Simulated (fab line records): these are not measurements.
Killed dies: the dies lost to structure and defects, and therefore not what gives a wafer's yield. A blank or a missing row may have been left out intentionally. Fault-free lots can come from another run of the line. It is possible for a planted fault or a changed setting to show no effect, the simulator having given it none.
fab line records	flow ritCmos
record lots=15	wafers=45	lastDay=7
route steps=202 shown ACTIVE@2 PLDD@124 M1@198
lots that met no fault: from a run of the same line without faults
startH: the number of hours between the record's first day and the start of the first shown wafer of the lot	waitH: hours elapsed since this lot's preceding step	" the same as in the row above	L1.1+2: one row covering several wafers at once	- no value, or no start was given	* or withheld: withheld	< > ~ a bound
route shown NAME@n: names a module that has steps shown in the file, with the first one's number in the route	usual: average and standard deviation across the fault-free wafers	same: alike in all rows	chamber/n: place in a boat	sites: per-site readings	_std_site: the standard deviation of these	_edge_site: mean of outer sites minus mean of inner sites	radiusMm: how far each site lies from the wafer's centre	mask NAME#n: copy n	behind: tool/chamber where the wafer was last shaped	hold: the reason the lot was held/the length of the hold in hours/how it ended	device: the transistor (n, p or np) that didn't switch	end of line: at the end of the route, the tests of the same wafers	a step given without rows: its recipe and nothing more	killed: dies lost to structure and defects at the first sort, not the wafer's yield	map: per-die view of a wafer (x killed, . not killed, _ where there is no die)
set.NAME: the setting that was run; set.NAME@STEP: the one run at that earlier step	model.NAME: the simulator's own value behind a step, which no gauge read
route steps across a sampled set of lots; one table per step, one row per wafer
services: the hour from which a tool's chamber was out of use, counted from the record's first day as startH (under 0 if before that day), plus the number of hours and why
## steps
# step RIT_ACTIVE_OXIDATION_01
# recipe tempC=1000	ambient=O2	targetThkA=468	oxTimeS=3360
# usual spikeTcCentreC=1003.2/1.7	spikeTcLoadC=1025.7/2.8	spikeTcSourceC=1025.5/1.7	tubeCenterTempC=1000/0.093	tube_center_temp_C_max=1002.6/0.43
# same oxTimeS=3360
lot.wafer	tool	chamber	startH	waitH	spikeTcCentreC	spikeTcLoadC	spikeTcSourceC	tubeCenterTempC	tube_center_temp_C_max
L738.4	furnace-01	0	10.12	0.0	1000.8	1029.6	1025.4	999.92	1003.1
L738.5	"	0	"	"	1001.9	1029.5	1023.2	999.96	1002.1
L738.6	"	0	"	"	1002.1	1028.1	1024.0	999.88	1002.0
L739.3	furnace-04	0	15.12	0.1	1002.9	1023.9	1025.5	1000.1	1002.3
L739.5	"	0	"	"	1004.7	1024.3	1025.0	999.84	1002.5
L739.6	"	0	"	"	1004.4	1023.8	1027.9	1000.1	1002.5
L740.2	furnace-04	0	21.35	1.3	1003.3	1024.7	1027.4	1000.1	1002.4
L740.4	"	0	"	"	1004.4	1021.6	1027.3	999.86	1002.9
L740.5	"	0	"	"	1003.4	1023.3	1028.0	1000.1	1003.2
L742.2	furnace-03	0	30.12	0.1	1005.7	1025.6	1026.8	1000	1002.4
L742.3	"	0	"	"	1002.8	1025.3	1025.5	999.92	1002.6
L742.6	"	0	"	"	1005.3	1023.7	1024.5	1000.2	1003.7
L745.2	furnace-04	0	45.12	0.1	1003.4	1022.8	1027.5	999.91	1003.0
L745.3	"	0	"	"	1002.8	1024.0	1027.3	1000	1002.4
L745.6	"	0	"	"	1003.4	1024.9	1025.9	1000	1002.1
L746.1	furnace-04	0	50.12	0.1	1028.0	1048.1	1051.4	1025	1028.6
L746.2	"	0	"	"	1027.9	1049.4	1051.6	1025.2	1027.8
L746.4	"	0	"	"	1026.8	1048.9	1052.8	1025.1	1028.0
L747.2	furnace-04	0	55.12	0.1	1028.6	1049.2	1051.2	1024.9	1027.8
L747.3	"	0	"	"	1029.0	1048.2	1052.5	1025.2	1028.5
L747.5	"	0	"	"	1028.1	1047.2	1051.1	1025	1027.7
L749.1	furnace-04	0	65.12	0.1	1029.4	1048.4	1052.3	1025	1027.4
L749.3	"	0	"	"	1028.6	1046.3	1051.3	1024.9	1027.1
L749.4	"	0	"	"	1027.9	1050.5	1052.6	1024.9	1027.7
L753.1	furnace-01	0	85.12	0.1	1000.2	1029.5	1023.0	1000	1002.4
L753.3	"	0	"	"	1000.8	1028.3	1023.0	1000.2	1003.6
L753.4	"	0	"	"	1001.2	1028.6	1023.8	1000	1002.6
L754.4	furnace-03	0	90.12	0.0	1004.7	1026.7	1025.6	999.89	1001.9
L754.5	"	0	"	"	1006.2	1025.9	1025.2	1000.1	1002.6
L754.6	"	0	"	"	1005.5	1023.9	1026.5	999.98	1002.5
L755.1	furnace-01	0	95.12	0.1	1002.0	1029.6	1024.3	1000.1	1002.0
L755.3	"	0	"	"	1003.1	1028.3	1025.0	1000	1002.4
L755.4	"	0	"	"	1001.5	1029.1	1024.0	1000.3	1004.0
L757.3	furnace-03	0	107.59	2.5	1005.5	1026.5	1027.7	999.95	1002.1
L757.5	"	0	"	"	1004.1	1024.3	1025.6	1000.1	1002.4
L757.6	"	0	"	"	1004.8	1027.0	1026.1	1000	1002.6
L758.2	furnace-03	0	110.60	0.6	1004.9	1027.3	1026.2	999.85	1002.7
L758.4	"	0	"	"	1004.2	1025.4	1027.1	999.95	1002.3
L758.5	"	0	"	"	1004.1	1024.1	1026.0	1000.1	1002.6
L759.1	furnace-03	0	115.12	0.1	1003.5	1024.9	1024.4	999.97	1003.3
L759.4	"	0	"	"	1004.7	1025.3	1023.4	1000.2	1002.4
L759.6	"	0	"	"	1005.3	1023.7	1025.8	1000.1	1002.4
L761.4	furnace-01	0	126.82	1.7	999.9	1030.4	1024.5	999.92	1002.2
L761.5	"	0	"	"	1001.4	1030.4	1024.2	999.99	1002.3
L761.6	"	0	"	"	1002.8	1025.8	1022.3	999.89	1002.4
# step RIT_ACTIVE_THK_MEAS_02
# recipe reads=SiO2_of_ACTIVE_OXIDATION_01
# usual ACTIVE_OXIDE_THK=47.0/0.8
lot.wafer	tool	chamber	startH	waitH	ACTIVE_OXIDE_THK[nm]
L738.4	filmMetro-04	-	12.08	0.0	46.3
L738.5	"	-	"	"	46.3
L738.6	"	-	"	"	46.5
L739.3	filmMetro-04	-	17.07	0.0	47.6
L739.5	"	-	"	"	47.5
L739.6	"	-	"	"	47.3
L740.2	filmMetro-02	-	23.30	0.0	47.6
L740.4	"	-	"	"	47.8
L740.5	"	-	"	"	46.3
L742.2	filmMetro-04	-	32.06	0.0	45.8
L742.3	"	-	"	"	46.8
L742.6	"	-	"	"	46.1
L745.2	filmMetro-02	-	47.06	0.0	47.2
L745.3	"	-	"	"	47.3
L745.6	"	-	"	"	47.3
L746.1	filmMetro-04	-	52.05	0.0	58.7
L746.2	"	-	"	"	60.0
L746.4	"	-	"	"	58.4
L747.2	filmMetro-02	-	57.06	0.0	60.6
L747.3	"	-	"	"	59.0
L747.5	"	-	"	"	60.2
L749.1	filmMetro-02	-	67.05	0.0	58.7
L749.3	"	-	"	"	58.1
L749.4	"	-	"	"	58.2
L753.1	filmMetro-02	-	87.05	0.0	47.5
L753.3	"	-	"	"	47.2
L753.4	"	-	"	"	47.5
L754.4	filmMetro-03	-	92.08	0.0	46.9
L754.5	"	-	"	"	47.5
L754.6	"	-	"	"	46.8
L755.1	filmMetro-04	-	97.05	0.0	47.4
L755.3	"	-	"	"	46.5
L755.4	"	-	"	"	48.1
L757.3	filmMetro-02	-	109.54	0.0	48.1
L757.5	"	-	"	"	47.6
L757.6	"	-	"	"	47.7
L758.2	filmMetro-02	-	112.54	0.0	47.1
L758.4	"	-	"	"	46.6
L758.5	"	-	"	"	46.2
L759.1	filmMetro-02	-	117.05	0.0	47.3
L759.4	"	-	"	"	46.8
L759.6	"	-	"	"	46.7
L761.4	filmMetro-02	-	128.78	0.0	48.5
L761.5	"	-	"	"	47.4
L761.6	"	-	"	"	47.6
# step RIT_PLDD_TW_MEAS_10
# usual PLDD_TW=2332/21
lot.wafer	tool	chamber	startH	waitH	PLDD_TW
L738.4	filmMetro-03	-	44.07	0.1	2334
L738.5	"	-	"	"	2331
L738.6	"	-	"	"	2327
L739.3	filmMetro-04	-	50.79	0.1	2325
L739.5	"	-	"	"	2346
L739.6	"	-	"	"	2342
L740.2	filmMetro-04	-	54.16	0.1	2349
L740.4	"	-	"	"	2347
L740.5	"	-	"	"	2340
L742.2	filmMetro-03	-	63.70	0.1	2342
L742.3	"	-	"	"	2345
L742.6	"	-	"	"	2342
L745.2	filmMetro-04	-	78.35	0.1	2370
L745.3	"	-	"	"	2360
L745.6	"	-	"	"	2359
L746.1	filmMetro-04	-	84.97	0.1	2357
L746.2	"	-	"	"	2343
L746.4	"	-	"	"	2350
L747.2	filmMetro-02	-	89.22	0.1	2297
L747.3	"	-	"	"	2302
L747.5	"	-	"	"	2295
L749.1	filmMetro-04	-	98.73	0.1	2353
L749.3	"	-	"	"	2342
L749.4	"	-	"	"	2334
L753.1	filmMetro-03	-	122.78	0.1	2299
L753.3	"	-	"	"	2303
L753.4	"	-	"	"	2312
L754.4	filmMetro-03	-	123.37	0.1	2305
L754.5	"	-	"	"	2304
L754.6	"	-	"	"	2304
L755.1	filmMetro-03	-	129.35	0.1	2305
L755.3	"	-	"	"	2306
L755.4	"	-	"	"	2308
L757.3	filmMetro-02	-	142.13	0.1	2306
L757.5	"	-	"	"	2312
L757.6	"	-	"	"	2309
L758.2	filmMetro-04	-	147.75	0.1	2372
L758.4	"	-	"	"	2373
L758.5	"	-	"	"	2369
L759.1	filmMetro-04	-	151.61	0.1	2350
L759.4	"	-	"	"	2335
L759.6	"	-	"	"	2356
L761.4	filmMetro-03	-	159.38	0.1	2320
L761.5	"	-	"	"	2306
L761.6	"	-	"	"	2329
# step RIT_M1_STRIP_14
# recipe chemistry=O2	timeS=180	platenTempC=withheld	powerW=500	pressureMtorr=4000	o2FlowSccm=4000
# usual drypumpMotorCurrentA=5.5/0.35
lot.wafer	tool	chamber	startH	waitH	drypumpMotorCurrentA	rfHoursCounterH
L738.4	plasmaAsher-02	0	55.87	0.1	5.8	-
L738.5	"	1	"	"	5.8	-
L738.6	"	0	"	"	5.8	-
L739.3	plasmaAsher-04	0	62.38	0.1	5.5	-
L739.5	"	1	"	"	4.9	-
L739.6	"	0	"	"	5.4	-
L740.2	plasmaAsher-02	0	67.62	0.0	5.8	42
L740.4	"	0	"	"	5.8	-
L740.5	"	1	"	"	5.8	-
L742.2	plasmaAsher-01	1	76.47	0.0	6.0	44
L742.3	"	1	"	"	6.0	-
L742.6	"	1	"	"	6.0	-
L745.2	plasmaAsher-02	1	89.62	0.0	5.8	44
L745.3	"	1	"	"	5.8	-
L745.6	"	1	"	"	5.8	-
L746.1	plasmaAsher-01	1	96.21	0.0	5.9	46
L746.2	"	0	"	"	5.6	46
L746.4	"	0	"	"	5.6	-
L747.2	plasmaAsher-04	1	100.54	0.0	5.0	48
L747.3	"	0	"	"	5.5	-
L747.5	"	1	"	"	4.9	-
L749.1	plasmaAsher-04	1	110.14	0.0	5.0	49
L749.3	"	0	"	"	5.5	-
L749.4	"	1	"	"	4.9	-
L753.1	plasmaAsher-02	0	134.85	0.0	5.8	49
L753.3	"	1	"	"	5.8	-
L753.4	"	0	"	"	5.7	-
L754.4	plasmaAsher-04	0	135.15	0.1	5.5	-
L754.5	"	0	"	"	5.5	-
L754.6	"	1	"	"	5.0	-
L755.1	plasmaAsher-02	0	141.11	0.0	5.8	50
L755.3	"	0	"	"	5.7	-
L755.4	"	1	"	"	5.8	-
L757.3	plasmaAsher-04	0	154.71	0.1	5.5	-
L757.5	"	0	"	"	5.5	-
L757.6	"	1	"	"	5.0	-
L758.2	plasmaAsher-04	1	159.23	0.0	5.0	56
L758.4	"	0	"	"	5.5	-
L758.5	"	0	"	"	5.5	-
L759.1	plasmaAsher-04	0	163.12	0.0	5.5	57
L759.4	"	0	"	"	5.5	-
L759.6	"	1	"	"	4.9	-
L761.4	plasmaAsher-02	0	170.62	0.1	5.8	-
L761.5	"	1	"	"	5.8	-
L761.6	"	0	"	"	5.8	-
# step RIT_M1_BOW_MEAS_16
# recipe mode=bow
# usual M1_BOW=17/6.2
lot.wafer	tool	chamber	startH	waitH	M1_BOW[um]
L738.4	filmMetro-02	-	57.67	0.1	18
L738.5	"	-	"	"	26
L738.6	"	-	"	"	17
L739.3	filmMetro-02	-	64.15	0.0	20
L739.5	"	-	"	"	17
L739.6	"	-	"	"	17
L740.2	filmMetro-02	-	70.37	0.0	15
L740.4	"	-	"	"	9
L740.5	"	-	"	"	11
L742.2	filmMetro-02	-	78.36	0.0	16
L742.3	"	-	"	"	14
L742.6	"	-	"	"	12
L745.2	filmMetro-02	-	91.43	0.0	23
L745.3	"	-	"	"	9
L745.6	"	-	"	"	21
L746.1	filmMetro-02	-	98.00	0.0	22
L746.2	"	-	"	"	21
L746.4	"	-	"	"	22
L747.2	filmMetro-03	-	102.35	0.0	14
L747.3	"	-	"	"	1
L747.5	"	-	"	"	9
L749.1	filmMetro-02	-	116.20	0.0	19
L749.3	"	-	"	"	31
L749.4	"	-	"	"	16
L753.1	filmMetro-03	-	137.88	0.0	24
L753.3	"	-	"	"	20
L753.4	"	-	"	"	20
L754.4	filmMetro-02	-	137.94	0.1	13
L754.5	"	-	"	"	6
L754.6	"	-	"	"	19
L755.1	filmMetro-03	-	142.90	0.0	17
L755.3	"	-	"	"	21
L755.4	"	-	"	"	18
L757.3	filmMetro-03	-	156.49	0.0	17
L757.5	"	-	"	"	28
L757.6	"	-	"	"	21
L758.2	filmMetro-04	-	161.04	0.0	18
L758.4	"	-	"	"	27
L758.5	"	-	"	"	19
L759.1	filmMetro-04	-	164.92	0.0	19
L759.4	"	-	"	"	8
L759.6	"	-	"	"	19
L761.4	filmMetro-02	-	172.42	0.1	14
L761.5	"	-	"	"	20
L761.6	"	-	"	"	10
# step RIT_M1_PROBE_99
# usual killed_at_M0_to_M3=0.0/0.083	killedAtContacts=0.1/0.25	killedAtFrontEnd=7.1/2.9	killedDies=7.2/2.9	killedOpen=3.6/1.9	killedShort=3.5/1.9
# same grossDies=264	killed_at_M4_up=0	killedAtBackSide=0	killedAtOther=0
lot.wafer	tool	chamber	startH	waitH	killed_at_M0_to_M3	killedAtContacts	killedAtFrontEnd	killedDies	killedOpen	killedShort
L747.2	prober-02	-	102.50	0.1	0	0	7	7	4	3
L747.3	prober-02	-	102.55	0.2	0	0	5	5	3	2
L747.5	prober-02	-	102.65	0.2	0	0	4	4	3	1
L749.1	prober-02	-	116.32	0.1	0	0	12	12	6	6
L749.3	prober-02	-	116.42	0.2	0	0	7	7	4	3
L749.4	prober-02	-	116.47	0.2	0	0	6	6	3	3
L753.1	prober-02	-	138.00	0.1	0	0	12	12	6	6
L753.3	prober-02	-	138.10	0.2	0	0	10	10	5	5
L753.4	prober-02	-	138.15	0.2	0	0	11	11	5	6
L754.4	prober-01	-	138.15	0.2	0	0	4	4	1	3
L754.5	prober-01	-	138.20	0.2	0	0	6	6	4	2
L754.6	prober-01	-	138.25	0.2	0	0	5	5	3	2
L755.1	prober-02	-	143.02	0.1	0	0	8	8	5	3
L755.3	prober-02	-	143.12	0.2	1	0	5	6	1	5
L755.4	prober-02	-	143.17	0.2	0	0	9	9	5	4
L757.3	prober-02	-	156.67	0.2	0	0	9	9	3	5
L757.5	prober-02	-	156.77	0.2	0	0	7	7	2	4
L757.6	prober-02	-	156.82	0.2	0	0	12	12	7	5
L759.1	prober-02	-	165.04	0.1	0	0	7	7	3	4
L759.4	prober-02	-	165.19	0.2	0	0	7	7	4	3
L759.6	prober-02	-	165.29	0.2	0	0	10	10	6	4
L761.4	prober-01	-	172.63	0.2	0	0	9	9	4	5
L761.5	prober-01	-	172.68	0.2	0	0	9	9	3	6
L761.6	prober-01	-	172.73	0.2	0	0	6	6	2	4
# killed by level:class
L747.2 GATE:geometricParticle:open=2 FOX2:geometricParticle:short=1 GATE:geometricParticle:short=1 REOX:geometricParticle:short=1 SPACER:geometricParticle:open=1 SILICIDE:geometricParticle:open=1
L747.3 REOX:geometricParticle:short=2 FOX1:geometricParticle:open=1 GATE:geometricParticle:open=1 REOX:geometricParticle:open=1
L747.5 FOX1:geometricParticle:open=1 GATE:geometricParticle:open=1 REOX:geometricParticle:open=1 SILICIDE:geometricParticle:short=1
L749.1 GATE:geometricParticle:short=5 GATE:geometricParticle:open=3 REOX:geometricParticle:open=2 REOX:geometricParticle:short=1 SILICIDE:geometricParticle:open=1
L749.3 SILICIDE:geometricParticle:open=2 FOX1:geometricParticle:short=1 FOX2:geometricParticle:open=1 GATE:geometricParticle:short=1 GATE:geometricParticle:open=1 SILICIDE:geometricParticle:short=1
L749.4 GATE:geometricParticle:short=3 GATE:geometricParticle:open=2 SPACER:geometricParticle:open=1
L753.1 REOX:geometricParticle:short=3 FOX2:geometricParticle:open=2 SPACER:geometricParticle:open=2 FOX1:geometricParticle:short=1 FOX1:geometricParticle:open=1 SPACER:geometricParticle:short=1 SILICIDE:geometricParticle:short=1 SILICIDE:geometricParticle:open=1
L753.3 REOX:geometricParticle:short=3 REOX:geometricParticle:open=3 GATE:geometricParticle:short=2 FOX1:geometricParticle:open=1 GATE:geometricParticle:open=1
L753.4 GATE:geometricParticle:short=3 REOX:geometricParticle:open=2 FOX1:geometricParticle:short=1 FOX2:geometricParticle:open=1 GATE:geometricParticle:open=1 REOX:geometricParticle:short=1 SPACER:geometricParticle:short=1 SPACER:geometricParticle:open=1
L754.4 FOX1:geometricParticle:short=1 REOX:geometricParticle:short=1 REOX:geometricParticle:open=1 SILICIDE:geometricParticle:short=1
L754.5 GATE:geometricParticle:open=2 GATE:geometricParticle:short=1 SPACER:geometricParticle:open=1 SILICIDE:geometricParticle:short=1 SILICIDE:geometricParticle:open=1
L754.6 GATE:geometricParticle:open=2 REOX:geometricParticle:short=1 SPACER:geometricParticle:open=1 SPACER:geometricParticle:short=1
L755.1 GATE:geometricParticle:short=3 FOX1:geometricParticle:open=2 FOX2:geometricParticle:open=2 GATE:geometricParticle:open=1
L755.3 GATE:geometricParticle:short=3 FOX1:geometricParticle:short=1 GATE:geometricParticle:open=1 M1:geometricParticle:short=1
L755.4 GATE:geometricParticle:open=3 FOX2:geometricParticle:short=2 REOX:geometricParticle:open=1 SPACER:geometricParticle:open=1 SPACER:geometricParticle:short=1 SILICIDE:geometricParticle:short=1
L757.3 GATE:geometricParticle:short=4 GATE:geometricParticle:open=2 REOX:geometricParticle:open=1 SILICIDE:geometricParticle:short=1 PSD:coatMicrobubblePrinted=1
L757.5 SILICIDE:geometricParticle:short=3 GATE:geometricParticle:open=1 GATE:geometricParticle:short=1 REOX:geometricParticle:open=1 NSD:coatMicrobubblePrinted=1
L757.6 GATE:geometricParticle:open=6 GATE:geometricParticle:short=3 REOX:geometricParticle:short=1 REOX:geometricParticle:open=1 SILICIDE:geometricParticle:short=1
L759.1 GATE:geometricParticle:short=3 FOX1:geometricParticle:open=1 FOX1:geometricParticle:short=1 FOX2:geometricParticle:open=1 GATE:geometricParticle:open=1
L759.4 FOX1:geometricParticle:open=1 FOX1:geometricParticle:short=1 FOX2:geometricParticle:open=1 FOX2:geometricParticle:short=1 GATE:geometricParticle:short=1 GATE:geometricParticle:open=1 REOX:geometricParticle:open=1
L759.6 GATE:geometricParticle:open=3 GATE:geometricParticle:short=2 FOX1:geometricParticle:open=1 REOX:geometricParticle:open=1 SPACER:geometricParticle:open=1 SPACER:geometricParticle:short=1 SILICIDE:geometricParticle:short=1
L761.4 SILICIDE:geometricParticle:open=2 FOX2:geometricParticle:open=1 FOX2:geometricParticle:short=1 GATE:geometricParticle:open=1 GATE:geometricParticle:short=1 REOX:geometricParticle:short=1 SPACER:geometricParticle:short=1 SILICIDE:geometricParticle:short=1
L761.5 GATE:geometricParticle:open=2 GATE:geometricParticle:short=2 REOX:geometricParticle:short=2 ACTIVE:geometricParticle:open=1 FOX1:geometricParticle:short=1 SILICIDE:geometricParticle:short=1
L761.6 FOX1:geometricParticle:short=1 FOX2:geometricParticle:short=1 GATE:geometricParticle:short=1 GATE:geometricParticle:open=1 SPACER:geometricParticle:open=1 SILICIDE:geometricParticle:short=1
## services
tool	chamber	startH	hours	kind
furnace-03	-	-5.96	3.5	pm
plasmaAsher-02	-	19.21	2.5	repair
furnace-01	-	22.83	3.0	pm
plasmaAsher-01	-	34.24	5.5	repair
plasmaAsher-04	-	52.02	1.9	repair
furnace-01	-	79.86	2.9	pm
furnace-04	-	90.36	3.3	pm
furnace-04	-	96.85	3.9	pm
furnace-03	-	104.38	3.2	pm
furnace-04	-	105.09	10.7	pm
plasmaAsher-01	-	108.75	9.0	pm
plasmaAsher-01	0	108.75	9.0	ventCycle
plasmaAsher-01	1	108.75	9.0	ventCycle
plasmaAsher-02	-	109.32	2.8	pm
plasmaAsher-01	0	117.75	-	clean
plasmaAsher-01	1	117.75	-	clean
furnace-03	-	120.12	9.4	repair
furnace-03	-	162.76	4.0	pm
## key
firstSign step=RIT_ACTIVE_OXIDATION_01	reading=tubeCenterTempC	direction=up	sigmas=99+	usual=*	struck=*
effect step=RIT_ACTIVE_OXIDATION_01	reading=tube_center_temp_C_max	direction=up	sigmas=59	usual=*	struck=*
effect step=RIT_ACTIVE_THK_MEAS_02	reading=ACTIVE_OXIDE_THK	direction=up	sigmas=15	usual=47.0	struck=59.1
metAt RIT_ACTIVE_OXIDATION_01
struckLots L746,L747,L749
testerLeftOut L746,L747,L749
notActingAt RIT_PLDD_TW_MEAS_10,RIT_M1_STRIP_14,RIT_M1_BOW_MEAS_16
onsetBetween 45.12 50.12
fault kind=processParameterDrift	tool=furnace-04	chamber=-	onsetH=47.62	steps=RIT_ACTIVE_OXIDATION_01	channel=tempC	offset=*	shape=step	endH=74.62	actsIn=*	stated=*
# testerLeftOut: of these lots the tester's yield and bins aren't shown, on N5 and GAA mostly nor the transistor test; their killed dies are dies lost to structure and defects alone, not to doping, threshold or leakage, so they don't give the yield
